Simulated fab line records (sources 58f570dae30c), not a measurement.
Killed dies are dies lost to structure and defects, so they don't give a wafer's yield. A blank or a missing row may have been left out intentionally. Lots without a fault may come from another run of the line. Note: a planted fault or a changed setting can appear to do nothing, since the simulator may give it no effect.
Which of the tools did it?	flow berkeley-cmos170	14 lots with 42 wafers sampled at 5 steps, on a route of 331 steps

WHAT THE GAUGES SHOWED, per wafer
UCB170_FIELD_THK_MEAS_90.
lot	measured	on	FIELD_OXIDE_LEFT_1_THK (nm)
L675	day 5 06:29	film-metro-03	429 433 427
L676	day 5 06:34	film-metro-02	449 439 447
L677	day 5 13:44	film-metro-04	430 438 426
L679	day 6 05:19	film-metro-03	434 429 433
L681	day 6 21:30	film-metro-02	438 447 444
L683	day 6 21:31	film-metro-04	450 448 453
L684	day 6 21:31	film-metro-03	447 452 448
L682	day 6 21:34	film-metro-04	448 447 440
L689	day 8 22:42	film-metro-04	442 446 438
L693	day 9 06:37	film-metro-03	442 450 448
L694	day 9 23:27	film-metro-04	422 437 441
L696	day 10 13:52	film-metro-04	449 444 440
L698	day 10 13:55	film-metro-03	426 423 427
L697	day 10 13:57	film-metro-04	438 442 438

UCB170_M3_CD_MEAS_15 targets a cd of 700 nm.
lot	measured	on	cd-nm (nm)
L675	day 8 10:26	cd-sem-02	701.8 700.8 700.8
L676	day 8 15:11	cd-sem-01	697.7 697.3 697.0
L677	day 8 10:00	cd-sem-02	700.1 697.9 699.8
L679	day 9 11:56	cd-sem-01	698.1 699.3 699.2
L681	day 10 01:27	cd-sem-01	698.5 699.3 698.9
L683	day 10 01:04	cd-sem-02	701.3 699.3 702.5
L684	day 10 03:52	cd-sem-01	699.5 699.8 699.5
L682	day 10 04:24	cd-sem-01	699.6 700.2 698.6
L689	day 12 04:58	cd-sem-02	699.6 700.1 698.9
L693	day 12 13:07	cd-sem-02	699.7 699.8 702.5
L694	day 12 21:39	cd-sem-02	698.9 698.8 699.1
L696	day 13 23:19	cd-sem-02	701.1 700.7 701.2
L698	day 14 02:54	cd-sem-01	703.8 702.0 702.4
L697	day 13 23:08	cd-sem-01	698.5 699.3 698.9

WHICH TOOL RAN EACH LOT (tool, then ch and the chambers of the sampled wafers, then the start)
lot	UCB170_SDANNEAL_RTA_01	UCB170_V2_ETCH_14	UCB170_V2_STRIP_15
L675	rtp-anneal-02 ch 0, day 7 12:41	rie-diel-04 ch 0,2, day 8 07:53	plasma-asher-02 ch 0,1, day 8 08:04
L676	rtp-anneal-02 ch 0, day 7 13:04	rie-diel-03 ch 0,3, day 8 12:25	plasma-asher-01 ch 0,1, day 8 12:38
L677	rtp-anneal-01 ch 0, day 7 12:31	rie-diel-04 ch 2,3, day 8 07:11	plasma-asher-03 ch 0,1, day 8 07:22
L679	rtp-anneal-01 ch 0, day 8 15:10	rie-diel-02 ch 1,2,3, day 9 09:27	plasma-asher-02 ch 0,1, day 9 09:40
L681	rtp-anneal-01 ch 0, day 9 05:13	rie-diel-02 ch 1,3, day 9 22:46	plasma-asher-02 ch 0,1, day 9 22:56
L683	rtp-anneal-02 ch 0, day 9 04:56	rie-diel-04 ch 1,2, day 9 22:32	plasma-asher-03 ch 0, day 9 22:43
L684	rtp-anneal-02 ch 0, day 9 05:16	rie-diel-04 ch 2,3, day 10 00:59	plasma-asher-02 ch 0,1, day 10 01:10
L682	rtp-anneal-01 ch 0, day 9 05:25	rie-diel-02 ch 1,2,3, day 10 01:17	plasma-asher-01 ch 0,1, day 10 01:28
L689	rtp-anneal-01 ch 0, day 11 06:01	rie-diel-03 ch 0,2,3, day 12 02:16	plasma-asher-01 ch 0,1, day 12 02:27
L693	rtp-anneal-01 ch 0, day 11 16:27	rie-diel-03 ch 0,1,3, day 12 10:49	plasma-asher-03 ch 0,1, day 12 10:59
L694	rtp-anneal-02 ch 0, day 12 02:49	rie-diel-02 ch 0,1,3, day 12 18:53	plasma-asher-02 ch 0,1, day 12 19:04
L696	rtp-anneal-02 ch 0, day 12 23:34	rie-diel-02 ch 1,2,3, day 13 19:42	plasma-asher-03 ch 0,1, day 13 19:53
L698	rtp-anneal-02 ch 0, day 12 23:51	rie-diel-04 ch 0,1,2, day 13 21:48	plasma-asher-02 ch 0,1, day 13 21:59
L697	rtp-anneal-01 ch 0, day 12 23:36	rie-diel-04 ch 1,2,3, day 13 19:26	plasma-asher-02 ch 0,1, day 13 19:38
- UCB170_SDANNEAL_RTA_01: time 5 s.
- UCB170_V2_ETCH_14: etches SiO2 in CHF3/CF4/Ar, stops on Al, target depth 1250 nm, time 291 s.
- UCB170_V2_STRIP_15: strips in O2.

WHAT THE TOOLS THEMSELVES READ (means of the sampled wafers that have a number; where no wafer has one, the mark that the record gives instead)
UCB170_SDANNEAL_RTA_01.
lot	tool	lamp-power-pct (%)	wafer_temp_C_max
L675	rtp-anneal-02	36	1056.6
L676	rtp-anneal-02	36	1056.4
L677	rtp-anneal-01	46	1053.0
L679	rtp-anneal-01	46	1053.1
L681	rtp-anneal-01	46	1052.8
L683	rtp-anneal-02	36	1054.8
L684	rtp-anneal-02	36	1055.6
L682	rtp-anneal-01	46	1053.2
L689	rtp-anneal-01	46	1054.6
L693	rtp-anneal-01	46	1053.2
L694	rtp-anneal-02	36	1056.1
L696	rtp-anneal-02	36	1056.7
L698	rtp-anneal-02	36	1056.2
L697	rtp-anneal-01	46	1053.9

UCB170_V2_ETCH_14.
lot	tool	drypump-motor-current-A (A)	oes-product-au (a.u.)	rf-fwd-power-W (W)	throttle-valve-pct (%)
L675	rie-diel-04	6.0	0.880	698.9	7.02
L676	rie-diel-03	5.6	0.870	701.2	6.87
L677	rie-diel-04	6.1	0.875	695.7	6.89
L679	rie-diel-02	5.6	0.877	699.6	6.96
L681	rie-diel-02	5.5	0.877	698.3	6.93
L683	rie-diel-04	6.0	0.879	696.6	6.94
L684	rie-diel-04	6.0	0.877	697.4	6.96
L682	rie-diel-02	5.6	0.870	698.7	6.96
L689	rie-diel-03	5.8	0.976	698.5	6.95
L693	rie-diel-03	5.8	0.960	700.2	6.90
L694	rie-diel-02	5.5	0.879	697.9	6.89
L696	rie-diel-02	5.6	0.874	698.5	6.97
L698	rie-diel-04	6.1	0.868	695.5	6.95
L697	rie-diel-04	6.1	0.880	697.1	6.87

UCB170_V2_STRIP_15.
lot	tool	drypump-motor-current-A (A)	oes-product-au (a.u.)	strip-time-to-endpoint-s (s)
L675	plasma-asher-02	6.0	0.723	15.32
L676	plasma-asher-01	5.2	0.723	15.32
L677	plasma-asher-03	5.7	0.718	15.46
L679	plasma-asher-02	6.0	0.724	15.35
L681	plasma-asher-02	5.7	0.725	15.42
L683	plasma-asher-03	5.2	0.718	15.16
L684	plasma-asher-02	6.0	0.723	15.34
L682	plasma-asher-01	5.4	0.719	15.41
L689	plasma-asher-01	5.4	0.723	16.33
L693	plasma-asher-03	5.7	0.719	16.35
L694	plasma-asher-02	5.7	0.721	15.31
L696	plasma-asher-03	5.7	0.725	15.30
L698	plasma-asher-02	6.0	0.719	15.31
L697	plasma-asher-02	5.7	0.723	15.39

THE ANSWER, worked out from the rows above alone
Rule: what is usual is taken from the lots themselves. Put in order of their means at a reading, lots are off if they are a third of the lots or fewer, leave a main group of 4 or more, and stand apart from it by a gap of 3 or more times the standard deviation of the main group's means; of several such gaps the widest counts. A main group is skipped when, at the precision printed for the reading in the tables above, its means are all equal. Also off: a lot with no number at a reading for which 4 or more lots have one. The other lots that the step has rows for count as sound. First the gauges in route order, then the tools' own readings, where a lot's mean is used as printed above. The first step at which some lot is off is used, and at that step the reading that is off furthest; a lot without a number counts as furthest.
Off at UCB170_V2_ETCH_14 (oes-product-au): L689, L693. Mean 0.875 a.u. and standard deviation 0.004 in the main group.
A tool fits if, at that step or a process step before it, it ran every lot that is off, and no sound lot after the first of them. One candidate fits, namely rie-diel-03 at UCB170_V2_ETCH_14. Its last sound lot is L676 (day 8 12:25), its first lot that is off L689 (day 12 02:16): a fault that began between those two fits.
On the lots that are off, the tool's own readings at UCB170_V2_ETCH_14 differ by more than 5 times the standard deviation of the sound lots' means, which bears it out; oes-product-au reads 0.968 a.u. there versus 0.875 a.u. on the sound lots.

WHAT THE SIMULATOR HAD INSERTED
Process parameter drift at UCB170_V2_ETCH_14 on rie-diel-03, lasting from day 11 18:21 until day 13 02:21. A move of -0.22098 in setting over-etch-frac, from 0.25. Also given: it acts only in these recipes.
Struck lots among those shown: L689, L693. The rule above found the same.
